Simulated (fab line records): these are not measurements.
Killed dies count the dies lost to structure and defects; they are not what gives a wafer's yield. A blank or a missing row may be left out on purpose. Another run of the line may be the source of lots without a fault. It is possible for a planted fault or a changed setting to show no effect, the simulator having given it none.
Which tool did it? ; flow berkeley cmos170 ; 14 lots with 42 wafers sampled at 3 steps, on a route of 331 steps

WHAT THE GAUGES READ, wafer by wafer
UCB170_PWELL_THK_MEAS_06. Usual: PWELL_NITRIDE_THK gives 220.5 nm (standard deviation 2.3).
lot;measured;on;PWELL_NITRIDE_THK (nm);flag
L943;day 3 09:14;film metro-01;218.8 218.6 219.3;
L946;day 3 23:16;film metro-04;222.8 220.8 220.8;
L945;day 3 23:17;film metro-02;222.0 220.3 221.2;
L947;day 3 23:17;film metro-01;221.9 217.7 221.1;
L948;day 4 18:43;film metro-02;221.4 221.9 221.0;
L954;day 5 15:47;film metro-04;223.4 224.0 223.5;
L953;day 5 15:48;film metro-01;223.5 222.4 222.5;
L956;day 6 13:35;film metro-01;216.5 217.1 215.5;
L957;day 6 13:36;film metro-02;217.3 217.1 220.0;
L959;day 6 18:32;film metro-01;221.1 219.5 218.9;
L960;day 7 05:59;film metro-04;221.4 221.1 219.6;
L961;day 7 05:59;film metro-02;219.5 219.1 220.7;
L964;day 7 19:04;film metro-02;219.6 220.8 220.4;
L966;day 8 02:53;film metro-02;220.1 221.4 222.5;

UCB170_PWELL_OVL_MEAS_13. Usual: PWELL_OVL gives 5 nm (standard deviation 5.1).
lot;measured;on;PWELL_OVL (nm);flag
L943;day 3 10:41;overlay-02;13 7 14;
L946;day 4 00:10;overlay-01;3 3 9;
L945;day 4 00:26;overlay-02;8 2 16;
L947;day 4 00:41;overlay-01;14 6 8;
L948;day 4 21:07;overlay-02;13 12 9;
L954;day 5 18:47;overlay-02;3 6 0;
L953;day 5 18:38;overlay-02;-3 3 8;
L956;day 6 15:20;overlay-01;-1 -4 -1;
L957;day 6 15:41;overlay-02;- - -;OFF
L959;day 6 20:29;overlay-02;- - -;OFF
L960;day 7 08:33;overlay-02;-1 3 6;
L961;day 7 08:49;overlay-01;9 -3 13;
L964;day 7 20:24;overlay-02;2 -5 6;
L966;day 8 05:14;overlay-02;5 0 3;

WHICH TOOL RAN EACH LOT (tool, then ch and the chambers of the sampled wafers, then the start)
lot;UCB170_PWELL_EXPOSE_10
L943;krf scanner-02 ch 0, day 3 10:03
L946;krf scanner-01 ch 0, day 3 23:46
L945;krf scanner-02 ch 0, day 4 00:03
L947;krf scanner-01 ch 0, day 4 00:19
L948;krf scanner-01 ch 0, day 4 20:02
L954;krf scanner-02 ch 0, day 5 17:41
L953;krf scanner-02 ch 0, day 5 17:36
L956;krf scanner-02 ch 0, day 6 14:40
L957;krf scanner-01, day 6 14:56
L959;krf scanner-01, day 6 19:37
L960;krf scanner-02 ch 0, day 7 07:28
L961;krf scanner-01 ch 0, day 7 07:46
L964;krf scanner-02 ch 0, day 7 19:51
L966;krf scanner-02 ch 0, day 8 04:30
- UCB170_PWELL_EXPOSE_10: exposes mask PWELL, target cd 3000 nm.

AS READ BY THE TOOLS THEMSELVES (means over the sampled wafers that have a number; for cases with no such wafer, the mark the record gives instead)
UCB170_PWELL_EXPOSE_10. Usual: exposure dose mJ cm2 19.001, standard deviation 0.02; focus offset nm 0.1 nm, standard deviation 0.49.
lot;tool;exposure dose mJ cm2;focus offset nm (nm);flag
L943;krf scanner-02;19.003;0.3;
L946;krf scanner-01;18.999;0.9;
L945;krf scanner-02;19.008;0.2;
L947;krf scanner-01;19.005;-0.4;
L948;krf scanner-01;18.981;0.7;
L954;krf scanner-02;19.014;0.2;
L953;krf scanner-02;19.014;0.9;
L956;krf scanner-02;19.011;0.1;
L957;krf scanner-01;-;-;OFF
L959;krf scanner-01;-;-;OFF
L960;krf scanner-02;18.993;0.0;
L961;krf scanner-01;18.991;-0.1;
L964;krf scanner-02;19.023;-0.2;
L966;krf scanner-02;18.997;0.0;

THE ANSWER, worked out from the rows above alone
Rule: a lot counts as off when the mean over its wafers that have a number is more than 3 standard deviations away from the usual mean. Also off: a lot with no number at a reading for which 4 or more lots have one. Where the step has rows for the other lots, those lots are counted as sound. The gauges are gone through in route order, then the tools' own readings, and for those a lot's mean is taken as printed above. The first step at which some lot is off is used, and at that step the reading that is off furthest; a lot without a number counts as furthest.
Off: at UCB170_PWELL_OVL_MEAS_13 (PWELL_OVL), L957, L959. Without a number there: L957, L959.
If a tool, at a process step before that reading, ran all the lots that are off and no sound lot after the first of them, it fits. Not tried: the gauges at UCB170_PWELL_OVL_MEAS_13; whatever is off there is also off at UCB170_PWELL_EXPOSE_10, on other tools, and gauge error can't account for it. No candidate that was tried fits.

WHAT HAD BEEN PUT IN BY THE SIMULATOR
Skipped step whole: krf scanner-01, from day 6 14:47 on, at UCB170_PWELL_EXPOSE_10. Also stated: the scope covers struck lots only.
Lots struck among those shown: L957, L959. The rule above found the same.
